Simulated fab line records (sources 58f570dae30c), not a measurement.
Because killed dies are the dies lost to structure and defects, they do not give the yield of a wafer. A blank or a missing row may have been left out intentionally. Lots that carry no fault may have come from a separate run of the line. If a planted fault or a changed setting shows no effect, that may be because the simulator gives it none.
Commonality check across tools	flow berkeley-cmos170	13 lots and 39 wafers in the sample

REASON FOR OPENING
At UCB170_NWELL_TW_MEAS_16 the reading NWELL_TW is flagged on 1 of 13 lots. No-fault wafers: 1252, standard deviation 12.
Rule: a lot is flagged when every wafer of it that has a number lies more than 4 standard deviations from that mean, or none has a number. All remaining lots are regarded as sound.

lot	measured	on	NWELL_TW, wafer by wafer	flag
L939	day 2 17:32	film-metro-04	1268 1268 1266	
L941	day 3 05:49	film-metro-04	1275 1274 1274	
L943	day 3 11:41	film-metro-01	1236 1230 1236	
L944	day 3 12:04	film-metro-02	1250 1242 1247	
L946	day 4 09:07	film-metro-04	1264 1262 1261	
L947	day 4 18:13	film-metro-02	1248 1249 1246	
L948	day 4 18:20	film-metro-04	31 31 31	FLAGGED
L953	day 5 15:09	film-metro-04	1258 1263 1262	
L954	day 5 22:26	film-metro-02	1261 1252 1251	
L955	day 6 05:17	film-metro-02	1235 1238 1246	
L957	day 6 16:14	film-metro-02	1239 1249 1243	
L960	day 6 22:55	film-metro-02	1241 1250 1244	
L961	day 7 14:50	film-metro-04	1255 1261 1263	
On average the flagged lots read 31, which is -1221 against the usual, or -99 or more standard deviations.

EACH LOT AND THE TOOL IT RAN ON
The record holds 1 process step before the reading, out of a route of 331 steps. Every cell lists first the tool, next ch and the chambers used by the sampled wafers, and last the start.
lot	flag	UCB170_NWELL_EXPOSE_09
L939		krf-scanner-01 ch 0, day 2 16:38
L941		krf-scanner-02 ch 0, day 3 04:28
L943		krf-scanner-02 ch 0, day 3 10:54
L944		krf-scanner-01 ch 0, day 3 11:10
L946		krf-scanner-02 ch 0, day 4 08:20
L947		krf-scanner-01 ch 0, day 4 16:03
L948	FLAGGED	krf-scanner-02 ch 0, day 4 16:20
L953		krf-scanner-02 ch 0, day 5 14:14
L954		krf-scanner-01 ch 0, day 5 21:40
L955		krf-scanner-02 ch 0, day 6 04:11
L957		krf-scanner-01 ch 0, day 6 15:28
L960		krf-scanner-01 ch 0, day 6 21:49
L961		krf-scanner-01 ch 0, day 7 14:04
What is done by these steps:
- UCB170_NWELL_EXPOSE_09: exposes mask NWELL, target cd 3000 nm.
- UCB170_NWELL_TW_MEAS_16

FLAGGED OVER TOTAL, TOOL BY TOOL (the gauges that took the reading come last)
step	tool	lots run	flagged	share of the flagged lots	sound lots run after its first flagged lot
UCB170_NWELL_EXPOSE_09	krf-scanner-01	7	0	none	-
UCB170_NWELL_EXPOSE_09	krf-scanner-02	6	1	all	2 (L953,L955)
UCB170_NWELL_TW_MEAS_16	film-metro-01	1	0	none	-
UCB170_NWELL_TW_MEAS_16	film-metro-02	6	0	none	-
UCB170_NWELL_TW_MEAS_16	film-metro-04	6	1	all	2 (L953,L961)

WHAT THE TABLE ALLOWS
Table rows that saw every flagged lot: 2, namely krf-scanner-02 at UCB170_NWELL_EXPOSE_09 and film-metro-04 at UCB170_NWELL_TW_MEAS_16.
- krf-scanner-02 at UCB170_NWELL_EXPOSE_09: 1 of its 6 lots flagged. After the first flagged lot (L953, L955), sound lots still ran on it; a lasting fault on the whole tool would not permit that.
- film-metro-04 at UCB170_NWELL_TW_MEAS_16: 1 of its 6 lots flagged. After the first flagged lot (L953, L961), sound lots still ran on it; a lasting fault on the whole tool would not permit that.
None of the table's rows ran every flagged lot and, after the first, no sound lot.

WHAT WAS PUT IN BY THE SIMULATOR
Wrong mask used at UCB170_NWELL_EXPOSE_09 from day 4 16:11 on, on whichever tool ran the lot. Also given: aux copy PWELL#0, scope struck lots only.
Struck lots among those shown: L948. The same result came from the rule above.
